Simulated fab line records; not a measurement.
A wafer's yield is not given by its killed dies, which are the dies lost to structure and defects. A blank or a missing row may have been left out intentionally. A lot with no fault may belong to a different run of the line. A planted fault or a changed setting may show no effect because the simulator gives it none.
Problem report, 8D (eight disciplines) form, completed by code ; flow berkeley cmos170 ; the parts of the form that need people (team, actions taken, sign-off) are left out

== 1. PROBLEM STATEMENT ==
Mean PLDD_RS at UCB170_SDANNEAL_RS_MEAS_04: 1090.6 ohm/sq over 6 wafers in 2 lots; fault-free wafers: 1031.0 ohm/sq, standard deviation 2.6. That is +23 standard deviations from the usual mean.
The step: measures by four-point-probe.
First seen on wafer L300.3, day 9 07:27, on film metro-02. At this step, 42 wafers from 14 lots have a number in the record. Rule for "out" (also "out of limits"): further than 4 standard deviations from the usual mean. Any other wafer with a number is counted as sound.

== 2. WHAT THIS IS AND IS NOT ==
question;is;is not
which readings at this step;PLDD_RS;-
which lots;L298, L300;L291, L292, L293, L294, L295, L296, L299, L303, L307, L309, L310, L311
which wafers of those lots;all that have a number;-
read on which gauges;film metro-01, film metro-02;film metro-03
when;from day 9 07:27;"up to then (21 sound wafers); but 15 sound wafers of L303, L307, L309, L310, L311 came after"

== 3. THE SUSPECTS, EACH WITH WHAT RULES IT OUT ==
Counting: a tool at a process step up to the reading stays a suspect if it ran every lot that is out and no sound lot after the first of them.
- ruled out: the gauge at UCB170_SDANNEAL_RS_MEAS_04. The wafers that are out were read on 2 gauges (film metro-01, film metro-02).
- furnace-01 at UCB170_SPACER_ANNEAL_02 (time 1800 s): kept. It processed each lot that is out, first L298 at day 9 01:09, and no sound lot thereafter; up to then, the last sound lot it processed was L294 at day 8 10:13. Out on those wafers are its own readings of spike tc centre C, spike tc load C, spike tc source C, tube center temp C, tube_center_temp_C_max.
The count leaves furnace-01 at UCB170_SPACER_ANNEAL_02.

== 4. THE CAUSE (what the simulator had put in) ==
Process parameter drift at UCB170_SPACER_ANNEAL_02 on furnace-01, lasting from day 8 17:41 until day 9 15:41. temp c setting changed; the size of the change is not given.
Only this tool survived the counting.

== 5. SEQUENCE OF EFFECTS, ordered by route ==
One row per reading whose mean, taken over the struck wafers that have a number, lies over 3 standard deviations from the usual. Only readings whose record carries a usual standard deviation are examined. hours: median over the lots of the time between each lot's start at the first step of this table that gives one and its start at this step. sigmas: the change, counted in usual standard deviations.
hours;step;reading;usual;on struck wafers;change;sigmas
0;UCB170_SPACER_ANNEAL_02;spike tc centre C;902.0 C;887.1;-14.9;-9.3
0;UCB170_SPACER_ANNEAL_02;spike tc load C;922 C;900;-22;-4.5
0;UCB170_SPACER_ANNEAL_02;spike tc source C;920 C;901;-19;-5.3
0;UCB170_SPACER_ANNEAL_02;tube center temp C;900.01 C;885.03;-14.98;-99 or more
0;UCB170_SPACER_ANNEAL_02;tube_center_temp_C_max;902.3;887.4;-14.9;-45
6;UCB170_SDANNEAL_RS_MEAS_04;PLDD_RS;1031.0 ohm/sq;1090.6;+59.6;+23
The process steps in it:
- UCB170_SPACER_ANNEAL_02: time 1800 s.

== 6. HOW IT WOULD HAVE BEEN CAUGHT EARLIER ==
14 hours passed between the start of the fault at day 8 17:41 and the first reading out of limits at a measuring or inspecting step in this record, taken at day 9 07:27.
At UCB170_SPACER_ANNEAL_02, the tool's own readings (spike tc centre C, spike tc load C, spike tc source C, tube center temp C, tube_center_temp_C_max) were out on each struck wafer the step has a row for, so an alarm limit on them would have fired on the first such wafer.
Lots out: 2; all had begun UCB170_SPACER_ANNEAL_02 on furnace-01 by day 9 07:27. A hold on the tool at that time would have spared none of them.
